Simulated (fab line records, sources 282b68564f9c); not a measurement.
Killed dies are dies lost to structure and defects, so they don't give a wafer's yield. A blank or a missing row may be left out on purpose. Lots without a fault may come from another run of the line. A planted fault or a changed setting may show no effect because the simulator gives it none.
A struck lot beside a sound one | flow rit_cmos | 21 steps out of a route of 202
Sound: wafers L578.2, L578.3, L578.4. Struck: wafers L588.3, L588.4, L588.6. The cause comes at the end.
At each step with rows: each side's tool, then ch and its chambers, then its first start. Under that, the readings that differ: sound wafers | struck wafers | difference of the means | sigmas: that difference in standard deviations of wafers without a fault.
alike: readings whose means differ by less than 2 such deviations, and words and numbers that are the same on both sides. not compared: withheld readings, readings that some wafer has no value for, bounds like >300 that may hide the same value, and numbers for which the record gives no deviation and whose values overlap.
The two part at a step that has a row with sigmas, a row that says differs or no value, or rows on one side only. Numbers that don't overlap but have no deviation are shown without sigmas and don't part them. A reading that every wafer of one side lacks parts them only if that side has two wafers or more.

first, 6 steps without rows for these wafers: RIT_NWELL_HMDS_00 (prime time 60 s); RIT_NWELL_COAT_01 (resist thk 1300 nm); RIT_NWELL_SOFTBAKE_02 (time 60 s); RIT_NWELL_EXPOSE_03 (exposes mask M2, target cd 43900 nm); RIT_NWELL_PEB_04; RIT_NWELL_DEVELOP_05 (develop time 68 s).
RIT_NWELL_OVL_MEAS_06:
  sound on overlay-01, day 2 16:37; struck on overlay-02, day 4 19:57
  alike: NWELL_OVL
then, 2 steps without rows for these wafers: RIT_NWELL_HARDBAKE_07 (time 120 s); RIT_NWELL_IMPLANT_08.
RIT_NWELL_STRIP_09: strips in O2, time 180 s.
  sound on plasma_asher-02 ch 0,1, day 2 17:03; struck on plasma_asher-02 ch 0,1, day 4 20:26
  alike: drypump_motor_current_A, rf_refl_power_W
  not compared: rf_hours_counter_h
RIT_NWELL_TW_MEAS_10:
  sound on film_metro-01, day 2 17:14; struck on film_metro-01, day 4 20:34
  alike: NWELL_TW
then, 1 step without rows for these wafers: RIT_PWELL_HMDS_00 (prime time 60 s).
RIT_PWELL_COAT_01: resist thk 1300 nm.
  sound on litho_track-03 ch 0, day 2 17:35; struck on litho_track-04 ch 0, day 4 20:49
  reading                                    | sound          | struck         | difference | sigmas
  model.NOVOLAK_of_PWELL_COAT_01.thk_nm (nm) | 1286 1293 1290 | 1345 1344 1345 | +55        |
  alike: spin_speed_rpm
then, 4 steps without rows for these wafers: RIT_PWELL_SOFTBAKE_02 (time 60 s); RIT_PWELL_EXPOSE_03 (exposes mask M3, target cd 43700 nm); RIT_PWELL_PEB_04; RIT_PWELL_DEVELOP_05 (develop time 68 s).
RIT_PWELL_OVL_MEAS_06:
  sound on overlay-01, day 2 18:26; struck on overlay-01, day 4 21:37
  alike: PWELL_OVL
RIT_PWELL_HARDBAKE_07: time 120 s.
  sound on litho_track-04 ch 0, day 2 18:30; struck on litho_track-04 ch 0, day 4 21:44
  reading                                    | sound          | struck         | difference | sigmas
  model.NOVOLAK_of_PWELL_COAT_01.thk_nm (nm) | 1125 1131 1128 | 1176 1175 1176 | +48        |
then, 1 step without rows for these wafers: RIT_PWELL_IMPLANT_08.
RIT_M1_PROBE_99:
  sound on prober-01, day 4 04:32; struck on prober-01, day 6 15:37
  alike: killed_at_contacts, killed_at_front_end, killed_dies, killed_on_rim, killed_open, killed_short

WHERE THEY PART
Nowhere in this record.

WHY: what the simulator had put in
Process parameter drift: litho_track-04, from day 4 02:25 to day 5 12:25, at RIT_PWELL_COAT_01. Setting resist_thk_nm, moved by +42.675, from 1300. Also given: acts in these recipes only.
